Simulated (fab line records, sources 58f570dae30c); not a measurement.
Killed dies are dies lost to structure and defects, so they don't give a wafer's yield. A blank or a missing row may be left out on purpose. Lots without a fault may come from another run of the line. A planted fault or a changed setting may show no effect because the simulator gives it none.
Which tool did it? | flow berkeley_cmos170 | 14 lots, 42 wafers sampled, at 6 steps of a route of 331

WHAT THE GAUGES READ, wafer by wafer
UCB170_FIELD_THK_MEAS_02.
lot  | measured    | on            | FIELD_OXIDE_THK (nm)
L638 | day 4 09:34 | film_metro-04 | 571 572 565
L640 | day 4 14:36 | film_metro-01 | 592 587 585
L639 | day 4 14:37 | film_metro-02 | 577 577 578
L641 | day 5 00:35 | film_metro-02 | 585 582 580
L644 | day 5 18:29 | film_metro-02 | 551 543 543
L646 | day 6 03:10 | film_metro-04 | 554 550 556
L649 | day 7 04:27 | film_metro-04 | 552 561 551
L650 | day 7 04:27 | film_metro-01 | 572 575 581
L651 | day 7 04:27 | film_metro-02 | 561 553 567
L653 | day 7 13:08 | film_metro-01 | 552 553 547
L656 | day 8 11:19 | film_metro-01 | 568 568 567
L660 | day 9 11:11 | film_metro-04 | 546 555 557
L659 | day 9 11:14 | film_metro-01 | 547 549 553
L661 | day 9 13:56 | film_metro-01 | 563 551 560

UCB170_CONTACT_CD_MEAS_15: target cd 700 nm.
lot  | measured     | on        | cd_nm (nm)
L638 | day 6 19:44  | cd_sem-02 | 698.9 698.7 698.9
L640 | day 7 01:54  | cd_sem-02 | 697.8 700.0 698.6
L639 | day 7 01:59  | cd_sem-01 | 701.0 698.8 700.6
L641 | day 7 21:43  | cd_sem-01 | 699.0 698.5 698.9
L644 | day 8 08:58  | cd_sem-01 | 699.0 701.0 701.4
L646 | day 8 15:44  | cd_sem-02 | 700.0 697.9 697.5
L649 | day 9 14:32  | cd_sem-01 | 701.4 702.0 700.1
L650 | day 9 17:17  | cd_sem-01 | 700.5 700.3 700.5
L651 | day 9 13:58  | cd_sem-02 | 697.8 699.0 698.4
L653 | day 10 01:06 | cd_sem-01 | 700.6 698.7 699.3
L656 | day 10 17:29 | cd_sem-02 | 700.0 700.2 698.9
L660 | day 11 22:49 | cd_sem-02 | 700.0 700.2 700.3
L659 | day 11 22:35 | cd_sem-01 | 698.5 699.0 699.8
L661 | day 11 22:42 | cd_sem-02 | 699.8 700.1 700.0

UCB170_M2_THK_MEAS_03: measures by xrf.
lot  | measured     | on            | M2_AL_THK (nm)
L638 | day 7 05:16  | film_metro-04 | 876 880 885
L640 | day 7 12:34  | film_metro-02 | 909 893 877
L639 | day 7 12:38  | film_metro-01 | 886 885 874
L641 | day 8 06:24  | film_metro-01 | 889 893 890
L644 | day 8 19:14  | film_metro-02 | 885 881 877
L646 | day 9 01:53  | film_metro-01 | 869 868 876
L649 | day 9 23:25  | film_metro-04 | 876 883 863
L650 | day 10 01:02 | film_metro-01 | 872 879 871
L651 | day 9 23:10  | film_metro-02 | 894 906 897
L653 | day 10 11:12 | film_metro-02 | 896 888 885
L656 | day 11 04:15 | film_metro-01 | 878 890 891
L660 | day 12 07:26 | film_metro-02 | 886 903 885
L659 | day 12 07:34 | film_metro-04 | 875 875 879
L661 | day 12 07:11 | film_metro-01 | 882 876 874

UCB170_M2_CD_MEAS_90: target cd 700 nm.
lot  | measured     | on        | cd_nm (nm)
L638 | day 7 07:50  | cd_sem-02 | 698 700 696
L640 | day 7 15:56  | cd_sem-02 | 704 706 704
L639 | day 7 16:03  | cd_sem-01 | 702 701 697
L641 | day 8 10:01  | cd_sem-02 | 699 699 705
L644 | day 8 21:29  | cd_sem-02 | 700 699 701
L646 | day 9 04:20  | cd_sem-02 | 701 702 696
L649 | day 10 02:02 | cd_sem-02 | 700 697 698
L650 | day 10 04:17 | cd_sem-01 | 722 718 721
L651 | day 10 01:46 | cd_sem-01 | 699 700 700
L653 | day 10 13:40 | cd_sem-02 | 715 720 718
L656 | day 11 07:02 | cd_sem-02 | 695 695 699
L660 | day 12 11:23 | cd_sem-01 | 699 695 697
L659 | day 12 11:40 | cd_sem-01 | 701 696 700
L661 | day 12 11:14 | cd_sem-01 | 690 694 697

WHICH TOOL RAN EACH LOT (tool, then ch and the chambers of the sampled wafers, then the start)
lot  | UCB170_M2_METAL_ETCH_18           | UCB170_M2_STRIP_19
L638 | rie_metal-03 ch 1, day 7 07:22    | plasma_asher-04 ch 0,1, day 7 07:44
L640 | rie_metal-02 ch 0, day 7 15:28    | plasma_asher-02 ch 0,1, day 7 15:50
L639 | rie_metal-04 ch 0,1, day 7 15:44  | plasma_asher-04 ch 0,1, day 7 15:56
L641 | rie_metal-04 ch 0,1, day 8 09:44  | plasma_asher-02 ch 0,1, day 8 09:53
L644 | rie_metal-03 ch 0,1, day 8 21:10  | plasma_asher-03 ch 0,1, day 8 21:22
L646 | rie_metal-02 ch 0,1, day 9 03:57  | plasma_asher-03 ch 0,1, day 9 04:08
L649 | rie_metal-03 ch 0,1, day 10 01:44 | plasma_asher-04 ch 0,1, day 10 01:56
L650 | rie_metal-04 ch 0,1, day 10 04:01 | plasma_asher-04 ch 0,1, day 10 04:11
L651 | rie_metal-04 ch 0,1, day 10 01:28 | plasma_asher-03 ch 0,1, day 10 01:40
L653 | rie_metal-04 ch 0,1, day 10 13:22 | plasma_asher-02 ch 0,1, day 10 13:34
L656 | rie_metal-02 ch 0,1, day 11 06:44 | plasma_asher-02 ch 0,1, day 11 06:56
L660 | rie_metal-02 ch 0,1, day 12 11:05 | plasma_asher-02 ch 0,1, day 12 11:17
L659 | rie_metal-03 ch 0,1, day 12 11:22 | plasma_asher-03 ch 0,1, day 12 11:34
L661 | rie_metal-03 ch 0,1, day 12 10:57 | plasma_asher-03 ch 1, day 12 11:08
- UCB170_M2_METAL_ETCH_18: etches Al in Cl2/BCl3, stops on SiO2, target depth 1170 nm, time 195 s.
- UCB170_M2_STRIP_19: strips in O2.

WHAT THE TOOLS THEMSELVES READ (means of the sampled wafers that have a number; where no wafer has one, the mark that the record gives instead)
UCB170_M2_METAL_ETCH_18.
lot  | tool         | drypump_motor_current_A (A) | he_backside_leak_sccm (sccm) | oes_product_au (a.u.) | run_length_s (s) | throttle_valve_pct (%)
L638 | rie_metal-03 | 4.9                         | 3.52                         | 0.844                 | 222.8            | 24.29
L640 | rie_metal-02 | 4.9                         | 3.34                         | 0.844                 | 223.7            | 24.48
L639 | rie_metal-04 | 5.2                         | 3.44                         | 0.861                 | 223.3            | 24.61
L641 | rie_metal-04 | 5.0                         | 3.30                         | 0.860                 | 222.8            | 24.66
L644 | rie_metal-03 | 5.2                         | 3.40                         | 0.844                 | 222.5            | 24.41
L646 | rie_metal-02 | 5.3                         | 3.42                         | 0.834                 | 223.0            | 24.31
L649 | rie_metal-03 | 5.5                         | 3.37                         | 0.850                 | 222.7            | 24.51
L650 | rie_metal-04 | 5.0                         | 3.32                         | 1.018                 | 138.1            | 24.57
L651 | rie_metal-04 | 5.1                         | 3.37                         | 0.862                 | 222.7            | 24.65
L653 | rie_metal-04 | 5.0                         | 3.31                         | 1.014                 | 138.3            | 24.57
L656 | rie_metal-02 | 5.1                         | 3.32                         | 0.847                 | 223.3            | 24.39
L660 | rie_metal-02 | 5.3                         | 3.34                         | 0.839                 | 223.2            | 24.31
L659 | rie_metal-03 | 5.5                         | 3.41                         | 0.853                 | 222.5            | 24.52
L661 | rie_metal-03 | 5.2                         | 3.49                         | 0.841                 | 222.6            | 24.41

UCB170_M2_STRIP_19.
lot  | tool            | drypump_motor_current_A (A) | oes_product_au (a.u.)
L638 | plasma_asher-04 | 5.9                         | 0.545
L640 | plasma_asher-02 | 5.7                         | 0.558
L639 | plasma_asher-04 | 5.9                         | 0.540
L641 | plasma_asher-02 | 5.7                         | 0.533
L644 | plasma_asher-03 | 5.5                         | 0.530
L646 | plasma_asher-03 | 5.5                         | 0.531
L649 | plasma_asher-04 | 5.9                         | 0.540
L650 | plasma_asher-04 | 5.9                         | 0.717
L651 | plasma_asher-03 | 5.4                         | 0.526
L653 | plasma_asher-02 | 5.7                         | 0.723
L656 | plasma_asher-02 | 5.3                         | 0.537
L660 | plasma_asher-02 | 5.7                         | 0.536
L659 | plasma_asher-03 | 5.4                         | 0.549
L661 | plasma_asher-03 | 5.2                         | 0.539

THE ANSWER, worked out from the rows above alone
Rule: what is usual is taken from the lots themselves. Put in order of their means at a reading, lots are off if they are a third of the lots or fewer, leave a main group of 4 or more, and stand apart from it by a gap of 3 or more times the standard deviation of the main group's means; of several such gaps the widest counts. A main group whose means are all the same, to the digits that the tables above print for the reading, isn't used. A lot without any number at a reading at which 4 lots or more have one is off too. The other lots that the step has rows for count as sound. The gauges are gone through in route order, then the tools' own readings, and for those a lot's mean is taken as printed above. The first step at which some lot is off is used, and at that step the reading that is off furthest; a lot without a number counts as furthest.
Off: L650, L653, at UCB170_M2_CD_MEAS_90 (cd_nm). The main group: mean 699 nm, standard deviation 2.6.
A tool fits if, at a process step before that reading, it ran every lot that is off, and no sound lot after the first of them. The gauges at UCB170_M2_CD_MEAS_90 aren't tried: what is off there is off at UCB170_M2_METAL_ETCH_18 too, on other tools, and a gauge's error can't cause that. One fits: rie_metal-04 at UCB170_M2_METAL_ETCH_18. Its last sound lot is L651 (day 10 01:28), its first lot that is off L650 (day 10 04:01): a fault that began between those two fits.
The tool's own readings at UCB170_M2_METAL_ETCH_18 bear it out: on the lots that are off they differ by more than 5 times the standard deviation of the sound lots' means. oes_product_au reads 1.016 a.u. there against 0.848 a.u. on the sound lots; run_length_s reads 138.2 s there against 222.9 s on the sound lots.

WHAT THE SIMULATOR HAD PUT IN
Process parameter drift: rie_metal-04, from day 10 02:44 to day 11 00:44, at UCB170_M2_METAL_ETCH_18. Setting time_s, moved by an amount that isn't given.
Lots struck among those shown: L650, L653. The rule above found the same.
